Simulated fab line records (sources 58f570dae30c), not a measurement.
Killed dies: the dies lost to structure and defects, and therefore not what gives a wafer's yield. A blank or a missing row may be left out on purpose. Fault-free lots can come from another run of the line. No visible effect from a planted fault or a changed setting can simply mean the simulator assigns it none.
Comparing a struck lot with a sound one || flow berkeley-cmos170 || 23 out of 331 route steps
Sound: wafers L460.3, L460.4, L460.5. The struck wafers were L469.1, L469.2, L469.5. The cause is given at the end.
At each step with rows: each side's tool, then ch and its chambers, then its first start. Under that, the readings that differ: sound wafers || struck wafers || difference of the means || sigmas: that difference in standard deviations of wafers without a fault.
alike: same words and numbers on both sides, and readings whose means sit less than 2 such deviations apart. not compared: any withheld reading, any reading some wafer has no value for, any bound like >300 that may hide the same value, and any number with overlapping values for which the record gives no deviation.
Wherever a step has rows on one side only, a row that says differs or no value, or a row with sigmas, the two part there. When numbers do not overlap yet have no deviation, they are printed without sigmas and do not part them. A reading missing from all wafers of one side parts the sides only when that side holds two or more wafers.

first, 5 steps without rows for these wafers: UCB170_PSD_COAT_01 (resist thk 900 nm); UCB170_PSD_SOFTBAKE_02 (time 60 s); UCB170_PSD_EXPOSE_03 (exposes mask PSELECT MOD, target cd 1200 nm); UCB170_PSD_PEB_04; UCB170_PSD_DEVELOP_05 (develop time 45 s).
UCB170_PSD_CD_MEAS_06: target cd 1200 nm.
  sound on cd-sem-02 at day 7 14:27; struck on cd-sem-02 at day 9 05:34
  alike: cd-nm
UCB170_PSD_OVL_MEAS_07:
  sound on overlay-01 at day 7 14:32; struck on overlay-02 at day 9 05:41
  alike: PSD_OVL
after that, 1 step had no rows for these wafers: UCB170_PSD_IMPLANT_08.
UCB170_PSD_STRIP_09: strips in O2.
  sound on plasma-asher-04 ch 0,1, day 7 14:45; struck on plasma-asher-04 ch 0,1, day 9 05:56
  alike: chamber-pressure-mTorr, drypump-motor-current-A, oes-product-au, strip-time-to-endpoint-s
  not compared: rf-hours-counter-h
UCB170_PSD_TW_MEAS_10:
  sound on film-metro-03 at day 7 14:50; struck on film-metro-03 at day 9 06:02
  alike: PSD_TW
then, 2 steps without rows for these wafers: UCB170_PSD_CLEAN_11 (cleans in SPM, time 600 s); UCB170_NSD_HMDS_00 (prime time 60 s).
UCB170_NSD_COAT_01: resist thk 900 nm.
  sound on litho-track-01 ch 0, day 7 15:31; struck on litho-track-04 ch 0, day 9 06:35
{"reading": "model.KrF_of_NSD_COAT_01.thk-nm (nm)", "sound": "897.5 900.5 903.1", "struck": "931.4 934.4 934", "difference": "+32.9", "sigmas": ""}
  alike: chill-plate-temp-C, resist-line-temp-C
then, 3 steps without rows for these wafers: UCB170_NSD_SOFTBAKE_02 (time 60 s); UCB170_NSD_EXPOSE_03 (exposes mask NSELECT MOD, target cd 1200 nm); UCB170_NSD_PEB_04.
UCB170_NSD_DEVELOP_05: develop time 45 s.
  sound: litho-track-02 ch 0; struck: litho-track-02 ch 0
{"reading": "model.KrF_of_NSD_COAT_01.thk-nm (nm)", "sound": "883.3 886.3 888.9", "struck": "917.2 920.2 919.8", "difference": "+32.9", "sigmas": ""}
  alike: chill-plate-temp-C, resist-line-temp-C
UCB170_NSD_CD_MEAS_06: target cd 1200 nm.
  sound on cd-sem-01 at day 7 16:16; struck on cd-sem-01 at day 9 07:56
  alike: cd-nm
UCB170_NSD_OVL_MEAS_07:
  sound on overlay-02 at day 7 16:21; struck on overlay-02 at day 9 08:04
  alike: NSD_OVL
after that, 1 step had no rows for these wafers: UCB170_NSD_IMPLANT_08.
UCB170_NSD_STRIP_09: strips in O2.
  sound on plasma-asher-01 ch 0,1, day 7 16:34; struck on plasma-asher-04 ch 0,1, day 9 08:15
{"reading": "drypump-motor-current-A (A)", "sound": "5.58 5.05 5.57", "struck": "5.92 6.06 5.88", "difference": "+0.55", "sigmas": "+2"}
{"reading": "strip-time-to-endpoint-s (s)", "sound": "35.78 35.84 35.89", "struck": "36.51 36.56 36.53", "difference": "+0.70", "sigmas": "+12"}
  alike: chamber-pressure-mTorr, oes-product-au
  not compared: rf-hours-counter-h
UCB170_NSD_TW_MEAS_10:
  sound on film-metro-01 at day 7 16:39; struck on film-metro-01 at day 9 08:21
  alike: NSD_TW
after that, 1 step had no rows for these wafers: UCB170_M3_PROBE_99.

## WHERE THEY PART
Within this record, at UCB170_NSD_STRIP_09 only. Later steps at which nothing parts them and some readings are alike: UCB170_NSD_TW_MEAS_10.

WHY: what the simulator had put in
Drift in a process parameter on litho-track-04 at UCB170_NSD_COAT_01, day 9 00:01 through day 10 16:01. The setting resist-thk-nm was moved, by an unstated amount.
